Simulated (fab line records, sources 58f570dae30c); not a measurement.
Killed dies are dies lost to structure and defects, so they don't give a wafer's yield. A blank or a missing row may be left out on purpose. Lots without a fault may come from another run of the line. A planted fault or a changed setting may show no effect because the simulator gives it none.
fab line records | flow berkeley_cmos170
record lots=5 wafers=15 last_day=13
route steps=331 shown FIELD@93 SACOX@97 SCREENOX@100 NVT@104 PVT@115 GATE@125
lots that met no fault: from a run of the same line without faults
start_h: hours from the record's first day to the start of the lot's first wafer shown | wait_h: hours since the lot's step before | " the same as in the row above | L1.1+2: a row that stands for several wafers | - no value, or no start given | * or withheld: withheld | < > ~ a bound
route shown NAME@n: a module of which the file shows steps, and the number in the route of the first | usual: mean/standard deviation of fault-free wafers | same: alike in all rows | chamber/n: place in a boat | sites: the reading at each site | _std_site: their standard deviation | _edge_site: outer sites' mean less inner sites' | radius_mm: how far each site lies from the wafer's centre | mask NAME#n: copy n | behind: the tool/chamber that last shaped the wafer | hold: why the lot was held/for how many hours/how that ended | device: the transistor (n, p or np) that didn't switch | end of line: the same wafers' tests at the end of the route | a step without rows: its recipe alone | killed: dies lost to structure and defects at the first sort, not the wafer's yield | map: a wafer's dies, x killed, . not, _ none there
set.NAME: the setting as run; set.NAME@STEP: as run at that earlier step | model.NAME: the simulator's own value behind a step, which no gauge read
lots at some steps of the route; a table a step, a row a wafer
services: from which hour (start_h, from the record's first day; less than 0 if before it) a tool's chamber was out of use, for how many hours, and why
## steps
# step UCB170_FIELD_WET_ETCH_04
# recipe chemistry=dHF dilution=10:1 target=SiO2 temp_c=25 time_s=60
# columns lot.wafer tool chamber start_h wait_h
L078.1+5+6 wet_bench-02 0 119.82 0.0
L079.1+3+5 wet_bench-01 0 145.83 0.0
L085.3+4+6 wet_bench-02 0 157.47 0.0
L084.1+4+6 wet_bench-01 2 172.79 0.0
L095.1+4+6 wet_bench-02 1 218.43 0.0
# step UCB170_FIELD_WET_ETCH_05
# recipe chemistry=H3PO4 target=Si3N4 temp_c=160 time_s=12600
# columns lot.wafer tool chamber start_h wait_h
L078.1+5+6 wet_bench-02 3 119.85 0.0
L079.1+3+5 wet_bench-01 1 145.88 0.0
L085.3+4+6 wet_bench-02 1 157.50 0.0
L084.1+4+6 wet_bench-01 3 172.82 0.0
L095.1+4+6 wet_bench-02 2 218.46 0.0
# step UCB170_FIELD_WET_ETCH_06
# recipe chemistry=BOE dilution=5:1 target=SiO2 temp_c=25 time_s=22
# columns lot.wafer tool chamber start_h wait_h
L078.1+5+6 wet_bench-02 0 123.61 0.2
L079.1+3+5 wet_bench-02 3 149.60 0.2
L085.3+4+6 wet_bench-01 1 161.01 0.0
L084.1+4+6 wet_bench-02 1 176.65 0.0
L095.1+4+6 wet_bench-04 0 222.07 0.1
# step UCB170_FIELD_THK_MEAS_90
# recipe reads=SiO2_of_FIELD_OXIDATION_01
# usual FIELD_OXIDE_LEFT_1_THK=450/14
# columns lot.wafer tool chamber start_h wait_h FIELD_OXIDE_LEFT_1_THK[nm]
L078.1 film_metro-02 - 123.66 0.0 458
L078.5 " - " " 466
L078.6 " - " " 445
L079.1 film_metro-01 - 149.61 0.0 457
L079.3 " - " " 473
L079.5 " - " " 467
L085.3 film_metro-01 - 161.04 0.0 427
L085.4 " - " " 435
L085.6 " - " " 438
L084.1 film_metro-02 - 176.66 0.0 450
L084.4 " - " " 453
L084.6 " - " " 457
L095.1 film_metro-02 - 222.08 0.0 445
L095.4 " - " " 460
L095.6 " - " " 448
# step UCB170_SACOX_CLEAN_00
# recipe chemistry=dHF dilution=25:1 time_s=7.5
# columns lot.wafer tool chamber start_h wait_h
L078.1+5+6 wet_bench-02 2 124.15 0.5
L079.1+3+5 wet_bench-01 2 149.73 0.1
L085.3+4+6 wet_bench-03 3 161.08 0.0
L084.1+4+6 wet_bench-03 0 176.72 0.1
L095.1+4+6 wet_bench-03 0 222.14 0.1
# step UCB170_SACOX_OXIDATION_01
# recipe temp_c=900 ambient=O2 target_thk_a=144 ox_time_s=2400
# usual spike_tc_centre_C=902.3/0.99 tube_center_temp_C_max=902.3/0.48
# columns lot.wafer tool chamber start_h wait_h spike_tc_centre_C tube_center_temp_C_max
L078.1 furnace-04 0 125.12 1.0 902.9 902.4
L078.5 " 0 " " 903.1 901.9
L078.6 " 0 " " 902.4 902.4
L079.1 furnace-01 0 152.97 3.2 902.3 901.9
L079.3 " 0 " " 902.3 902.3
L079.5 " 0 " " 902.8 902.7
L085.3 furnace-04 0 168.98 7.9 902.8 901.9
L085.4 " 0 " " 902.0 902.3
L085.6 " 0 " " 901.6 902.4
L084.1 furnace-02 0 182.91 6.2 902.3 901.8
L084.4 " 0 " " 902.6 901.9
L084.6 " 0 " " 900.7 902.8
L095.1 furnace-04 0 226.51 4.4 902.0 902.4
L095.4 " 0 " " 902.7 902.5
L095.6 " 0 " " 902.1 901.9
# step UCB170_SACOX_THK_MEAS_02
# recipe reads=SiO2_of_SACOX_OXIDATION_01
# usual SACOX_OXIDE_THK=14.37/0.25
# columns lot.wafer tool chamber start_h wait_h SACOX_OXIDE_THK[nm]
L078.1 film_metro-02 - 126.84 0.1 14.48
L078.5 " - " " 14.29
L078.6 " - " " 14.62
L079.1 film_metro-02 - 154.64 0.0 13.88
L079.3 " - " " 14.00
L079.5 " - " " 13.90
L085.3 film_metro-02 - 170.67 0.0 14.26
L085.4 " - " " 14.09
L085.6 " - " " 14.04
L084.1 film_metro-03 - 184.58 0.0 14.38
L084.4 " - " " 14.63
L084.6 " - " " 14.46
L095.1 film_metro-02 - 228.18 0.0 14.21
L095.4 " - " " 14.28
L095.6 " - " " 14.43
# step UCB170_SCREENOX_WET_ETCH_00
# recipe chemistry=dHF dilution=25:1 target=SiO2 temp_c=25 time_s=200
# columns lot.wafer tool chamber start_h wait_h
L078.1+5+6 wet_bench-02 0 126.91 0.1
L079.1+3+5 wet_bench-02 0 154.70 0.1
L085.3+4+6 wet_bench-03 0 170.71 0.0
L084.1+4+6 wet_bench-02 1 184.64 0.1
L095.1+4+6 wet_bench-02 1 230.93 2.7
# step UCB170_SCREENOX_OXIDATION_01
# recipe temp_c=900 ambient=O2 target_thk_a=144 ox_time_s=2400
# usual spike_tc_centre_C=902.2/1 tube_center_temp_C_max=902.3/0.36
# columns lot.wafer tool chamber start_h wait_h spike_tc_centre_C tube_center_temp_C_max
L078.1 furnace-04 0 130.72 3.7 901.6 902.0
L078.5 " 0 " " 902.4 902.8
L078.6 " 0 " " 900.7 902.4
L079.1 furnace-02 0 157.54 2.8 903.2 902.8
L079.3 " 0 " " 901.4 902.6
L079.5 " 0 " " 903.9 902.6
L085.3 furnace-04 0 177.25 6.5 901.3 902.1
L085.4 " 0 " " 901.4 902.7
L085.6 " 0 " " 901.7 902.6
L084.1 furnace-04 0 189.84 5.1 901.1 902.2
L084.4 " 0 " " 902.3 902.2
L084.6 " 0 " " 901.1 901.9
L095.1 furnace-01 0 235.27 4.3 903.5 901.9
L095.4 " 0 " " 902.3 902.0
L095.6 " 0 " " 903.0 902.5
# step UCB170_SCREENOX_THK_MEAS_02
# recipe reads=SiO2_of_SCREENOX_OXIDATION_01
# usual SCREENOX_OXIDE_THK=14.46/0.27
# columns lot.wafer tool chamber start_h wait_h SCREENOX_OXIDE_THK[nm]
L078.1 film_metro-03 - 132.38 0.0 14.30
L078.5 " - " " 14.32
L078.6 " - " " 14.33
L079.1 film_metro-04 - 159.21 0.0 14.37
L079.3 " - " " 14.52
L079.5 " - " " 14.36
L085.3 film_metro-03 - 178.94 0.0 13.95
L085.4 " - " " 14.25
L085.6 " - " " 14.27
L084.1 film_metro-01 - 191.51 0.0 14.75
L084.4 " - " " 14.75
L084.6 " - " " 14.80
L095.1 film_metro-03 - 236.93 0.0 14.60
L095.4 " - " " 14.76
L095.6 " - " " 14.52
# step UCB170_SCREENOX_ANNEAL_03
# recipe temp_c=900 time_s=900 ambient=N2
# usual spike_tc_centre_C=902.4/1 tube_center_temp_C_max=902.3/0.36
# columns lot.wafer tool chamber start_h wait_h spike_tc_centre_C tube_center_temp_C_max
L078.1 furnace-04 0 139.13 6.7 902.6 902.3
L078.5 " 0 " " 901.3 903.0
L078.6 " 0 " " 901.2 902.5
L079.1 furnace-02 0 165.71 6.5 902.6 902.1
L079.3 " 0 " " 902.2 902.4
L079.5 " 0 " " 902.0 902.6
L085.3 furnace-02 0 184.58 5.6 903.2 902.1
L085.4 " 0 " " 902.4 902.1
L085.6 " 0 " " 901.8 902.1
L084.1 furnace-01 0 194.38 2.9 900.0 902.4
L084.4 " 0 " " 904.1 902.4
L084.6 " 0 " " 901.9 902.6
L095.1 furnace-02 0 242.33 5.4 904.1 902.3
L095.4 " 0 " " 902.1 902.5
L095.6 " 0 " " 903.0 902.1
# step UCB170_NVT_HMDS_00
# recipe prime_time_s=60 prime_temp_c=100
# same prime_time_s=60
# columns lot.wafer tool chamber start_h wait_h
L078.1+5+6 litho_track-01 0 140.61 0.2
L079.1+3+5 litho_track-01 0 166.96 0.0
L085.3+4+6 litho_track-01 0 186.11 0.3
L084.1+4+6 litho_track-02 0 195.63 0.0
L095.1+4+6 litho_track-01 0 243.61 0.0
# step UCB170_NVT_COAT_01
# recipe resist=KrF spin_rpm=1500 resist_thk_nm=900
# columns lot.wafer tool chamber start_h wait_h
L078.1+5+6 litho_track-01 0 140.76 0.1
L079.1+3+5 litho_track-01 0 167.11 0.1
L085.3+4+6 litho_track-01 0 186.26 0.1
L084.1+4+6 litho_track-02 0 195.78 0.1
L095.1+4+6 litho_track-01 0 243.76 0.1
# step UCB170_NVT_SOFTBAKE_02
# recipe resist=KrF temp_c=130 time_s=60
# columns lot.wafer tool chamber start_h wait_h
L078.1+5+6 litho_track-01 0 140.91 0.1
L079.1+3+5 litho_track-01 0 167.26 0.1
L085.3+4+6 litho_track-01 0 186.41 0.1
L084.1+4+6 litho_track-02 0 195.93 0.1
L095.1+4+6 litho_track-01 0 243.91 0.1
# step UCB170_NVT_EXPOSE_03
# recipe mask_id=PWELL target_cd_nm=3000 na=0.5 sigma_outer=0.6 source_shape=conventional dose_mj=30
# columns lot.wafer tool chamber start_h wait_h mask
L078.1+5+6 krf_scanner-01 0 141.06 0.1 PWELL#0
L079.1+3+5 krf_scanner-01 0 167.54 0.2 PWELL#0
L085.3+4+6 krf_scanner-01 0 186.67 0.2 PWELL#0
L084.1+4+6 krf_scanner-01 0 196.45 0.5 PWELL#0
L095.1+4+6 krf_scanner-01 0 244.09 0.2 PWELL#0
# step UCB170_NVT_PEB_04
# recipe peb_temp_c=130 peb_time_s=withheld resist=KrF
# columns lot.wafer tool chamber start_h wait_h
L078.1+5+6 litho_track-02 0 141.66 0.6
L079.1+3+5 litho_track-01 0 167.86 0.3
L085.3+4+6 litho_track-02 0 187.27 0.6
L084.1+4+6 litho_track-01 0 196.57 0.1
L095.1+4+6 litho_track-02 0 244.40 0.3
# step UCB170_NVT_DEVELOP_05
# recipe developer=TMAH develop_time_s=45 resist=KrF dev_temp_c=21
# columns lot.wafer tool chamber start_h wait_h
L078.1+5+6 litho_track-02 0 - -
L079.1+3+5 litho_track-01 0 - -
L085.3+4+6 litho_track-02 0 - -
L084.1+4+6 litho_track-01 0 - -
L095.1+4+6 litho_track-02 0 - -
# step UCB170_NVT_OVL_MEAS_06
# usual NVT_OVL=0/6.5
# columns lot.wafer tool chamber start_h wait_h NVT_OVL[nm]
L078.1 overlay-01 - 141.93 - 12
L078.5 " - " " 9
L078.6 " - " " 16
L079.1 overlay-02 - 168.14 - -6
L079.3 " - " " -9
L079.5 " - " " -3
L085.3 overlay-02 - 187.51 - -1
L085.4 " - " " 8
L085.6 " - " " 4
L084.1 overlay-01 - 196.84 - 0
L084.4 " - " " -9
L084.6 " - " " -12
L095.1 overlay-02 - 244.67 - -7
L095.4 " - " " -5
L095.6 " - " " 2
# step UCB170_NVT_IMPLANT_07
# recipe species=BF2 dose_cm2=3e+12 energy_kev=50 tilt_deg=7
# usual beam_energy_keV=50.002/0.016
# columns lot.wafer tool chamber start_h wait_h beam_energy_keV
L078.1 implanter-03 0 141.97 0.0 50.016
L078.5 " 0 " " 50.002
L078.6 " 0 " " 49.987
L079.1 implanter-03 0 168.17 0.0 49.997
L079.3 " 0 " " 49.982
L079.5 " 0 " " 49.992
L085.3 implanter-01 0 187.58 0.1 50.001
L085.4 " 0 " " 49.993
L085.6 " 0 " " 49.996
L084.1 implanter-03 0 196.88 0.0 50.038
L084.4 " 0 " " 50.018
L084.6 " 0 " " 50.025
L095.1 implanter-04 0 244.71 0.0 49.992
L095.4 " 0 " " 49.997
L095.6 " 0 " " 50.013
# step UCB170_NVT_STRIP_08
# recipe chemistry=O2 power_w=400 pressure_mtorr=3500 platen_temp_c=withheld o2_flow_sccm=400 overash_fraction=0.5
# usual drypump_motor_current_A=5.6/0.46 oes_product_au=0.735/0.004 strip_time_to_endpoint_s=21.67/0.07
# columns lot.wafer tool chamber start_h wait_h drypump_motor_current_A oes_product_au rf_hours_counter_h strip_time_to_endpoint_s
L078.1 plasma_asher-01 0 142.12 0.1 6.2 0.736 3 21.78
L078.5 " 1 " " 5.6 0.740 - 21.79
L078.6 " 0 " " 6.3 0.737 - 21.76
L079.1 plasma_asher-01 0 168.32 0.1 6.2 0.731 6 21.71
L079.3 " 0 " " 6.2 0.734 - 21.65
L079.5 " 0 " " 6.2 0.732 - 21.61
L085.3 plasma_asher-04 0 187.72 0.1 5.1 0.740 - 21.69
L085.4 " 1 " " 5.9 0.726 - 21.81
L085.6 " 1 " " 6.0 0.736 - 21.77
L084.1 plasma_asher-03 1 197.03 0.1 5.8 0.734 42 21.60
L084.4 " 1 " " 5.8 0.740 - 21.61
L084.6 " 0 " " 4.9 0.740 - 21.59
L095.1 plasma_asher-04 0 244.86 0.1 5.1 0.735 50 21.73
L095.4 " 0 " " 5.1 0.731 - 21.75
L095.6 " 0 " " 5.1 0.731 - 21.71
# step UCB170_NVT_TW_MEAS_09
# usual NVT_TW=523.8/2.9
# columns lot.wafer tool chamber start_h wait_h NVT_TW
L078.1 film_metro-04 - 142.22 0.1 522.7
L078.5 " - " " 523.6
L078.6 " - " " 524.9
L079.1 film_metro-02 - 168.42 0.1 522.9
L079.3 " - " " 521.3
L079.5 " - " " 522.9
L085.3 film_metro-04 - 187.80 0.1 524.7
L085.4 " - " " 522.2
L085.6 " - " " 519.3
L084.1 film_metro-03 - 197.13 0.1 528.4
L084.4 " - " " 525.8
L084.6 " - " " 525.1
L095.1 film_metro-02 - 244.96 0.1 525.0
L095.4 " - " " 526.7
L095.6 " - " " 527.0
# step UCB170_NVT_CLEAN_10
# recipe chemistry=SPM temp_c=120 time_s=600
# columns lot.wafer tool chamber start_h wait_h
L078.1+5+6 wet_bench-04 2 142.28 0.1
L079.1+3+5 wet_bench-03 2 168.48 0.1
L085.3+4+6 wet_bench-01 3 191.16 3.3
L084.1+4+6 wet_bench-03 1 197.28 0.1
L095.1+4+6 wet_bench-04 3 248.33 3.4
# step UCB170_PVT_HMDS_00
# recipe prime_time_s=60 prime_temp_c=100
# same prime_time_s=60
# columns lot.wafer tool chamber start_h wait_h
L078.1+5+6 litho_track-04 0 142.89 0.4
L079.1+3+5 litho_track-03 0 169.11 0.5
L085.3+4+6 litho_track-02 0 191.40 0.1
L084.1+4+6 litho_track-02 0 198.25 0.8
L095.1+4+6 litho_track-04 0 248.55 0.0
# step UCB170_PVT_COAT_01
# recipe resist=KrF spin_rpm=1500 resist_thk_nm=900
# columns lot.wafer tool chamber start_h wait_h
L078.1+5+6 litho_track-04 0 143.04 0.1
L079.1+3+5 litho_track-03 0 169.26 0.1
L085.3+4+6 litho_track-02 0 191.55 0.1
L084.1+4+6 litho_track-02 0 198.40 0.1
L095.1+4+6 litho_track-04 0 248.70 0.1
# step UCB170_PVT_SOFTBAKE_02
# recipe resist=KrF temp_c=130 time_s=60
# columns lot.wafer tool chamber start_h wait_h
L078.1+5+6 litho_track-04 0 143.19 0.1
L079.1+3+5 litho_track-03 0 169.41 0.1
L085.3+4+6 litho_track-02 0 191.70 0.1
L084.1+4+6 litho_track-02 0 198.55 0.1
L095.1+4+6 litho_track-04 0 248.85 0.1
# step UCB170_PVT_EXPOSE_03
# recipe mask_id=NWELL target_cd_nm=3000 na=0.5 sigma_outer=0.6 source_shape=conventional dose_mj=30
# columns lot.wafer tool chamber start_h wait_h mask
L078.1+5+6 krf_scanner-01 0 143.34 0.1 NWELL#0
L079.1+3+5 krf_scanner-02 0 169.56 0.1 NWELL#0
L085.3+4+6 krf_scanner-01 0 - - NWELL#0
L084.1+4+6 krf_scanner-01 0 198.94 0.4 NWELL#0
L095.1+4+6 krf_scanner-01 0 249.07 0.2 NWELL#0
# step UCB170_PVT_PEB_04
# recipe peb_temp_c=130 peb_time_s=withheld resist=KrF
# columns lot.wafer tool chamber start_h wait_h
L078.1+5+6 litho_track-03 0 143.71 0.4
L079.1+3+5 litho_track-04 0 170.21 0.6
L085.3+4+6 litho_track-04 0 - -
L084.1+4+6 litho_track-03 0 199.17 0.2
L095.1+4+6 litho_track-02 0 249.72 0.6
# step UCB170_PVT_DEVELOP_05
# recipe developer=TMAH develop_time_s=45 resist=KrF dev_temp_c=21
# columns lot.wafer tool chamber start_h wait_h
L078.1+5+6 litho_track-03 0 - -
L079.1+3+5 litho_track-04 0 - -
L085.3+4+6 litho_track-04 0 - -
L084.1+4+6 litho_track-03 0 - -
L095.1+4+6 litho_track-02 0 - -
# step UCB170_PVT_OVL_MEAS_06
# usual PVT_OVL=0/6
# columns lot.wafer tool chamber start_h wait_h PVT_OVL[nm]
L078.1 overlay-01 - 143.98 - 7
L078.5 " - " " 3
L078.6 " - " " 0
L079.1 overlay-01 - 170.49 - -6
L079.3 " - " " -5
L079.5 " - " " 0
L085.3 overlay-01 - 193.22 - 11
L085.4 " - " " 8
L085.6 " - " " 11
L084.1 overlay-02 - 199.45 - -2
L084.4 " - " " 1
L084.6 " - " " -4
L095.1 overlay-02 - 250.00 - 7
L095.4 " - " " 0
L095.6 " - " " -1
# step UCB170_PVT_IMPLANT_07
# recipe species=P dose_cm2=2e+12 energy_kev=30 tilt_deg=7
# usual beam_energy_keV=30.002/0.01
# columns lot.wafer tool chamber start_h wait_h beam_energy_keV
L078.1 implanter-03 0 144.02 0.0 29.999
L078.5 " 0 " " 29.994
L078.6 " 0 " " 30.015
L079.1 implanter-02 0 170.52 0.0 30.000
L079.3 " 0 " " 29.999
L079.5 " 0 " " 29.992
L085.3 implanter-03 0 193.29 0.1 30.002
L085.4 " 0 " " 30.014
L085.6 " 0 " " 29.994
L084.1 implanter-04 0 199.48 0.0 30.002
L084.4 " 0 " " 30.009
L084.6 " 0 " " 30.008
L095.1 implanter-03 0 250.03 0.0 30.010
L095.4 " 0 " " 29.996
L095.6 " 0 " " 29.989
# step UCB170_PVT_STRIP_08
# recipe chemistry=O2 power_w=400 pressure_mtorr=3500 platen_temp_c=withheld o2_flow_sccm=400 overash_fraction=0.5
# usual drypump_motor_current_A=5.4/0.42 oes_product_au=0.735/0.0046 strip_time_to_endpoint_s=21.62/0.056
# columns lot.wafer tool chamber start_h wait_h drypump_motor_current_A oes_product_au rf_hours_counter_h strip_time_to_endpoint_s
L078.1 plasma_asher-02 1 144.17 0.1 5.0 0.736 40 21.64
L078.5 " 1 " " 5.0 0.745 - 21.67
L078.6 " 0 " " 5.5 0.732 - 21.59
L079.1 plasma_asher-03 1 170.67 0.1 5.8 0.747 39 21.74
L079.3 " 0 " " 4.9 0.733 - 21.66
L079.5 " 1 " " 5.8 0.738 - 21.69
L085.3 plasma_asher-02 0 193.43 0.1 5.5 0.734 - 21.67
L085.4 " 1 " " 5.0 0.737 - 21.64
L085.6 " 0 " " 5.5 0.736 - 21.67
L084.1 plasma_asher-03 0 199.63 0.1 4.9 0.737 42 21.67
L084.4 " 1 " " 5.7 0.732 - 21.60
L084.6 " 0 " " 4.9 0.735 - 21.57
L095.1 plasma_asher-02 1 250.18 0.1 5.0 0.742 52 21.65
L095.4 " 0 " " 5.5 0.725 - 21.58
L095.6 " 0 " " 5.5 0.738 - 21.57
# step UCB170_PVT_TW_MEAS_09
# usual PVT_TW=510/4.8
# columns lot.wafer tool chamber start_h wait_h PVT_TW
L078.1 film_metro-02 - 144.27 0.1 503
L078.5 " - " " 508
L078.6 " - " " 503
L079.1 film_metro-01 - 170.77 0.1 516
L079.3 " - " " 515
L079.5 " - " " 512
L085.3 film_metro-01 - 193.51 0.1 516
L085.4 " - " " 514
L085.6 " - " " 517
L084.1 film_metro-01 - 199.73 0.1 518
L084.4 " - " " 517
L084.6 " - " " 516
L095.1 film_metro-02 - 250.28 0.1 507
L095.4 " - " " 512
L095.6 " - " " 511
# step UCB170_GATE_WET_ETCH_00
# recipe chemistry=dHF dilution=25:1 target=SiO2 temp_c=25 time_s=200
# columns lot.wafer tool chamber start_h wait_h
L078.1+5+6 wet_bench-02 0 144.33 0.1
L079.1+3+5 wet_bench-01 3 170.83 0.1
L085.3+4+6 wet_bench-04 0 196.90 3.4
L084.1+4+6 wet_bench-02 3 199.79 0.1
L095.1+4+6 wet_bench-02 3 250.34 0.1
# step UCB170_FIELD_THK_MEAS_91
# recipe reads=SiO2_of_FIELD_OXIDATION_01
# usual FIELD_OXIDE_LEFT_2_THK=361/14
# columns lot.wafer tool chamber start_h wait_h FIELD_OXIDE_LEFT_2_THK[nm]
L078.1 film_metro-01 - 144.39 0.0 371
L078.5 " - " " 379
L078.6 " - " " 358
L079.1 film_metro-04 - 170.90 0.0 370
L079.3 " - " " 385
L079.5 " - " " 379
L085.3 film_metro-04 - 196.98 0.0 340
L085.4 " - " " 348
L085.6 " - " " 349
L084.1 film_metro-02 - 199.86 0.0 362
L084.4 " - " " 366
L084.6 " - " " 369
L095.1 film_metro-04 - 250.41 0.0 357
L095.4 " - " " 372
L095.6 " - " " 360
# step UCB170_GATE_OXIDATION_01
# recipe temp_c=850 ambient=O2 target_thk_a=66 ox_time_s=1800
# usual spike_tc_centre_C=852.4/0.95 tube_center_temp_C_max=852.1/0.36
# columns lot.wafer tool chamber start_h wait_h spike_tc_centre_C tube_center_temp_C_max
L078.1 furnace-01 0 147.12 2.7 852.5 852.1
L078.5 " 0 " " 852.6 852.1
L078.6 " 0 " " 852.8 851.3
L079.1 furnace-04 0 178.92 8.0 852.0 851.8
L079.3 " 0 " " 852.3 852.3
L079.5 " 0 " " 851.6 852.8
L085.3 furnace-01 0 198.22 1.2 853.5 852.0
L085.4 " 0 " " 852.7 852.9
L085.6 " 0 " " 851.8 852.3
L084.1 furnace-02 0 203.29 3.4 852.8 851.6
L084.4 " 0 " " 852.2 851.7
L084.6 " 0 " " 852.2 852.0
L095.1 furnace-04 0 257.58 7.2 853.2 852.2
L095.4 " 0 " " 851.6 852.4
L095.6 " 0 " " 853.0 852.4
# step UCB170_GATE_THK_MEAS_02
# recipe reads=SiO2_of_GATE_OXIDATION_01
# usual GATE_OXIDE_THK=6.60/0.11
# columns lot.wafer tool chamber start_h wait_h GATE_OXIDE_THK[nm]
L078.1 film_metro-01 - 148.62 0.0 6.42
L078.5 " - " " 6.55
L078.6 " - " " 6.53
L079.1 film_metro-02 - 180.42 0.0 6.78
L079.3 " - " " 6.76
L079.5 " - " " 6.70
L085.3 film_metro-02 - 199.74 0.0 6.73
L085.4 " - " " 6.69
L085.6 " - " " 6.66
L084.1 film_metro-01 - 204.79 0.0 6.63
L084.4 " - " " 6.51
L084.6 " - " " 6.58
L095.1 film_metro-02 - 259.08 0.0 6.63
L095.4 " - " " 6.53
L095.6 " - " " 6.61
# step UCB170_GATE_ANNEAL_03
# recipe temp_c=900 time_s=1800 ambient=N2
# usual spike_tc_centre_C=902.4/1.1 tube_center_temp_C_max=902.3/0.38
# columns lot.wafer tool chamber start_h wait_h spike_tc_centre_C tube_center_temp_C_max
L078.1 furnace-02 0 150.96 2.3 901.3 902.6
L078.5 " 0 " " 900.3 902.7
L078.6 " 0 " " 902.4 902.0
L079.1 furnace-01 0 186.02 5.6 904.3 902.9
L079.3 " 0 " " 902.0 902.0
L079.5 " 0 " " 904.3 901.7
L085.3 furnace-04 0 203.59 3.8 901.2 902.3
L085.4 " 0 " " 901.9 901.9
L085.6 " 0 " " 900.9 902.7
L084.1 furnace-01 0 211.75 6.9 902.0 902.7
L084.4 " 0 " " 903.2 902.2
L084.6 " 0 " " 901.6 901.7
L095.1 furnace-01 0 264.18 5.1 901.1 902.0
L095.4 " 0 " " 902.8 902.9
L095.6 " 0 " " 903.7 902.6
# step UCB170_GATE_CVD_04
# recipe material=poly-Si temp_c=610 precursor=SiH4 time_s=1440 pressure_mtorr=375 target_thk_nm=214 sih4_flow_sccm=120
# usual spike_tc_centre_C=612.2/1.5
# columns lot.wafer tool chamber start_h wait_h spike_tc_centre_C
L078.1 lpcvd-01 1 152.46 0.0 612.0
L078.5 " 1 " " 614.0
L078.6 " 1 " " 612.9
L079.1 lpcvd-01 0 187.52 0.0 610.4
L079.3 " 0 " " 613.2
L079.5 " 0 " " 611.7
L085.3 lpcvd-01 1 205.09 0.0 614.1
L085.4 " 1 " " 612.6
L085.6 " 1 " " 611.7
L084.1 lpcvd-01 1 213.25 0.0 613.1
L084.4 " 1 " " 614.2
L084.6 " 1 " " 613.1
L095.1 lpcvd-02 0 266.18 0.5 612.5
L095.4 " 0 " " 611.9
L095.6 " 0 " " 611.1
# step UCB170_GATE_THK_MEAS_05
# recipe reads=poly-Si_of_GATE_CVD_04
# usual GATE_POLY_THK=213.0/2.2
# columns lot.wafer tool chamber start_h wait_h GATE_POLY_THK[nm]
L078.1 film_metro-02 - 153.86 0.0 212.8
L078.5 " - " " 213.3
L078.6 " - " " 212.5
L079.1 film_metro-02 - 188.92 0.0 216.2
L079.3 " - " " 216.4
L079.5 " - " " 215.4
L085.3 film_metro-02 - 206.51 0.0 215.2
L085.4 " - " " 213.1
L085.6 " - " " 216.7
L084.1 film_metro-02 - 214.66 0.0 209.4
L084.4 " - " " 211.5
L084.6 " - " " 211.7
L095.1 film_metro-02 - 267.58 0.0 213.2
L095.4 " - " " 214.0
L095.6 " - " " 213.9
# step UCB170_GATE_COAT_06
# recipe resist=BARC temp_c=withheld time_s=withheld spin_rpm=3000 resist_thk_nm=withheld
# columns lot.wafer tool chamber start_h wait_h
L078.1+5+6 litho_track-03 0 153.92 0.1
L079.1+3+5 litho_track-02 0 188.98 0.1
L085.3+4+6 litho_track-02 0 206.60 0.1
L084.1+4+6 litho_track-01 0 214.95 0.3
L095.1+4+6 litho_track-03 0 267.64 0.1
# step UCB170_GATE_COAT_07
# recipe resist=KrF spin_rpm=1500 resist_thk_nm=900
# columns lot.wafer tool chamber start_h wait_h
L078.1+5+6 litho_track-03 0 - -
L079.1+3+5 litho_track-02 0 - -
L085.3+4+6 litho_track-02 0 - -
L084.1+4+6 litho_track-01 0 - -
L095.1+4+6 litho_track-03 0 - -
# step UCB170_GATE_SOFTBAKE_08
# recipe resist=KrF temp_c=130 time_s=60
# columns lot.wafer tool chamber start_h wait_h
L078.1+5+6 litho_track-03 0 - -
L079.1+3+5 litho_track-02 0 - -
L085.3+4+6 litho_track-02 0 - -
L084.1+4+6 litho_track-01 0 - -
L095.1+4+6 litho_track-03 0 - -
# step UCB170_GATE_EXPOSE_09
# recipe mask_id=POLY target_cd_nm=350 na=0.5 sigma_outer=0.6 source_shape=conventional dose_mj=21
# columns lot.wafer tool chamber start_h wait_h mask
L078.1+5+6 krf_scanner-02 0 154.37 - POLY#0
L079.1+3+5 krf_scanner-02 0 189.43 - POLY#0
L085.3+4+6 krf_scanner-02 0 207.04 - POLY#0
L084.1+4+6 krf_scanner-01 0 215.52 - POLY#0
L095.1+4+6 krf_scanner-01 0 268.09 - POLY#0
# step UCB170_GATE_PEB_10
# recipe peb_temp_c=130 peb_time_s=withheld resist=KrF
# columns lot.wafer tool chamber start_h wait_h
L078.1+5+6 litho_track-01 0 154.88 0.5
L079.1+3+5 litho_track-02 0 189.88 0.4
L085.3+4+6 litho_track-01 0 207.17 0.1
L084.1+4+6 litho_track-02 0 215.64 0.1
L095.1+4+6 litho_track-01 0 268.36 0.3
# step UCB170_GATE_DEVELOP_11
# recipe developer=TMAH develop_time_s=45 resist=KrF dev_temp_c=21
# columns lot.wafer tool chamber start_h wait_h
L078.1+5+6 litho_track-01 0 - -
L079.1+3+5 litho_track-02 0 - -
L085.3+4+6 litho_track-01 0 - -
L084.1+4+6 litho_track-02 0 - -
L095.1+4+6 litho_track-01 0 - -
# step UCB170_GATE_CD_MEAS_12
# recipe target_cd_nm=350
# usual cd_nm=350.3/1.3
# columns lot.wafer tool chamber start_h wait_h cd_nm
L078.1 cd_sem-01 - 155.16 - 350.4
L078.5 " - " " 351.0
L078.6 " - " " 350.7
L079.1 cd_sem-02 - 190.15 - 348.8
L079.3 " - " " 351.2
L079.5 " - " " 351.0
L085.3 cd_sem-01 - 207.44 - 351.3
L085.4 " - " " 350.8
L085.6 " - " " 350.7
L084.1 cd_sem-01 - 215.91 - 350.1
L084.4 " - " " 350.8
L084.6 " - " " 351.3
L095.1 cd_sem-02 - 268.63 - 351.2
L095.4 " - " " 350.5
L095.6 " - " " 350.7
## services
# columns tool chamber start_h hours kind
krf_scanner-02 - 99.57 0.4 repair
plasma_asher-01 - 104.20 0.8 repair
plasma_asher-01 - 108.75 9.0 pm
implanter-03 - 127.08 6.9 repair
implanter-03 - 129.79 0.9 repair
krf_scanner-02 - 143.74 1.0 pm
krf_scanner-01 - 144.80 0.8 pm
krf_scanner-01 - 145.55 1.3 pm
krf_scanner-01 - 146.85 1.0 pm
krf_scanner-02 - 153.05 1.3 pm
furnace-01 - 160.47 17.0 pm
krf_scanner-01 - 160.61 0.8 repair
krf_scanner-02 - 170.95 0.8 pm
lpcvd-01 - 177.79 0.7 repair
krf_scanner-02 - 183.37 0.7 repair
implanter-03 - 209.85 1.9 repair
krf_scanner-01 - 221.85 0.6 repair
krf_scanner-01 - 223.90 0.6 repair
krf_scanner-02 - 225.19 1.2 repair
plasma_asher-02 - 237.96 3.0 repair
furnace-04 - 241.21 3.4 pm
furnace-01 - 248.85 5.9 repair
lpcvd-01 - 249.47 2.8 pm
furnace-02 - 268.29 3.1 pm
## key
fault none
